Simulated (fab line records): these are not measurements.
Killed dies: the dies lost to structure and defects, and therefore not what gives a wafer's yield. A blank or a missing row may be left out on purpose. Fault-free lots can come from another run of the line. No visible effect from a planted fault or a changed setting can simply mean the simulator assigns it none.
Comparing a struck lot with a sound one	flow berkeley cmos170	13 steps out of a route of 331
Sound: these wafers, L494.1, L494.3, L494.4. The struck wafers were L504.1, L504.3, L504.6. Last of all comes the cause.
Each step with rows lists, per side, the tool, then ch with its chambers, then its first start. Under that, the readings that differ: sound wafers	struck wafers	difference of the means	sigmas: that difference in standard deviations of wafers without a fault.
alike: readings with means less than 2 such deviations apart, plus words and numbers identical on both sides. not compared: withheld readings, readings lacking a value on some wafer, bounds such as >300 that could conceal the same value, and numbers that have no deviation in the record and whose values overlap.
The two part at a step that has a row with sigmas, a row that says differs or no value, or rows on one side only. Numbers that don't overlap but have no deviation are shown without sigmas and don't part them. Lack of a reading on every wafer of one side parts them only where that side has two or more wafers.

UCB170_NSD_CD_MEAS_06 targets a cd of 1200 nm.
  sound on cd sem-01 at day 7 10:53; struck on cd sem-01 at day 10 07:13
  alike: cd nm
UCB170_NSD_OVL_MEAS_07:
  sound on overlay-02 at day 7 11:01; struck on overlay-02 at day 10 07:20
  alike: NSD_OVL
following that, these wafers have no rows for 1 step: UCB170_NSD_IMPLANT_08.
UCB170_NSD_STRIP_09: strips in O2.
  sound on plasma asher-04 ch 0,1, day 7 11:11; struck on plasma asher-02 ch 0,1, day 10 07:31
  alike: drypump motor current A, oes product au, strip time to endpoint s
  not compared: rf hours counter h
UCB170_NSD_TW_MEAS_10:
  sound on film metro-03 at day 7 11:17; struck on film metro-02 at day 10 07:37
  alike: NSD_TW
then, 4 steps without rows for these wafers: UCB170_NSD_CLEAN_11 (cleans in SPM, time 600 s); UCB170_BACKSIDE_HMDS_00 (prime time 60 s); UCB170_BACKSIDE_COAT_01 (resist thk 900 nm); UCB170_BACKSIDE_SOFTBAKE_02 (time 60 s).
UCB170_BACKSIDE_STRIP_03: strips in O2.
  sound on plasma asher-04 ch 0,1, day 7 12:52; struck on plasma asher-04 ch 0,1, day 10 08:23
  alike: drypump motor current A, oes product au, strip time to endpoint s
  not compared: rf hours counter h
then, 1 step without rows for these wafers: UCB170_BACKSIDE_CLEAN_04 (cleans in SPM, time 600 s).
UCB170_SDANNEAL_RTA_00: time 10 s.
  sound on rtp anneal-02 ch 0, day 7 13:09; struck on rtp anneal-02 ch 0, day 10 08:42
  alike: anneal temp c max, chamber o2 ppm, lamp power pct, wafer_temp_C_max
UCB170_SDANNEAL_RTA_01: time 5 s.
  struck on rtp anneal-02, day 10 08:46; sound on rtp anneal-02 ch 0, day 7 13:13
  no value came back on the struck wafers for anneal temp c max, chamber o2 ppm, lamp power pct (%), wafer_temp_C_max; on the sound wafers anneal temp c max reads 1055.4 1055.7 1056.2

== WHERE THEY PART ==
Within this record, at UCB170_SDANNEAL_RTA_01 only.

WHY: whatever the simulator had introduced
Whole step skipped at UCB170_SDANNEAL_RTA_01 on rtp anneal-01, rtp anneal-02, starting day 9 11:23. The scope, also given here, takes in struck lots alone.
